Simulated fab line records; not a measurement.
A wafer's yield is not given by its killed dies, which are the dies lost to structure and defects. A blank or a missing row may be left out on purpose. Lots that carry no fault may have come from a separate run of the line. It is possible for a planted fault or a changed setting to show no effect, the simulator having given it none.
The tool behind it: which one? :: flow rit-cmos :: 7 lots with 21 wafers sampled at 2 steps, on a route of 202 steps

## WHAT THE GAUGES SHOWED, per wafer
RIT_SDANNEAL_RS_MEAS_04: measures by four-point-probe.
lot: L838
measured: day 3 22:02
on: film-metro-02
PSD_RS (ohm/sq): 115.63 115.97 115.81

lot: L842
measured: day 4 21:27
on: film-metro-01
PSD_RS (ohm/sq): 115.96 116.25 116.04

lot: L844
measured: day 5 02:59
on: film-metro-02
PSD_RS (ohm/sq): 116.23 115.33 116.00

lot: L851
measured: day 6 11:08
on: film-metro-03
PSD_RS (ohm/sq): 116.04 116.31 116.40

lot: L855
measured: day 7 06:38
on: film-metro-03
PSD_RS (ohm/sq): 116.50 116.22 116.34

lot: L857
measured: day 7 13:16
on: film-metro-03
PSD_RS (ohm/sq): 116.11 116.11 116.00

lot: L859
measured: day 8 04:04
on: film-metro-03
PSD_RS (ohm/sq): 116.36 116.06 115.72

## WHAT TOOL EACH LOT RAN ON (gives the tool, then ch and the chambers of the sampled wafers, and finally the start)
lot: L838
RIT_PSD_IMPLANT_08: implanter-04 ch 0, day 3 21:11

lot: L842
RIT_PSD_IMPLANT_08: implanter-04 ch 0, day 4 20:38

lot: L844
RIT_PSD_IMPLANT_08: implanter-03 ch 0, day 5 02:11

lot: L851
RIT_PSD_IMPLANT_08: implanter-03 ch 0, day 6 10:15

lot: L855
RIT_PSD_IMPLANT_08: implanter-02 ch 0, day 7 05:47

lot: L857
RIT_PSD_IMPLANT_08: implanter-02 ch 0, day 7 12:28

lot: L859
RIT_PSD_IMPLANT_08: implanter-04 ch 0, day 8 03:16
- RIT_PSD_IMPLANT_08

## THE ANSWER, worked out from the rows above alone
Rule: what is usual is taken from the lots themselves. Put in order of their means at a reading, lots are off if they are a third of the lots or fewer, leave a main group of 4 or more, and stand apart from it by a gap of 3 or more times the standard deviation of the main group's means; of several such gaps the widest counts. A main group whose means are all the same, to the digits that the tables above print for the reading, isn't used. A lot without any number at a reading at which 4 lots or more have one is off too. All remaining lots with rows at the step are treated as sound.
None of the lots is off at any reading shown; this tells nothing.

## WHAT THE SIMULATOR PUT IN
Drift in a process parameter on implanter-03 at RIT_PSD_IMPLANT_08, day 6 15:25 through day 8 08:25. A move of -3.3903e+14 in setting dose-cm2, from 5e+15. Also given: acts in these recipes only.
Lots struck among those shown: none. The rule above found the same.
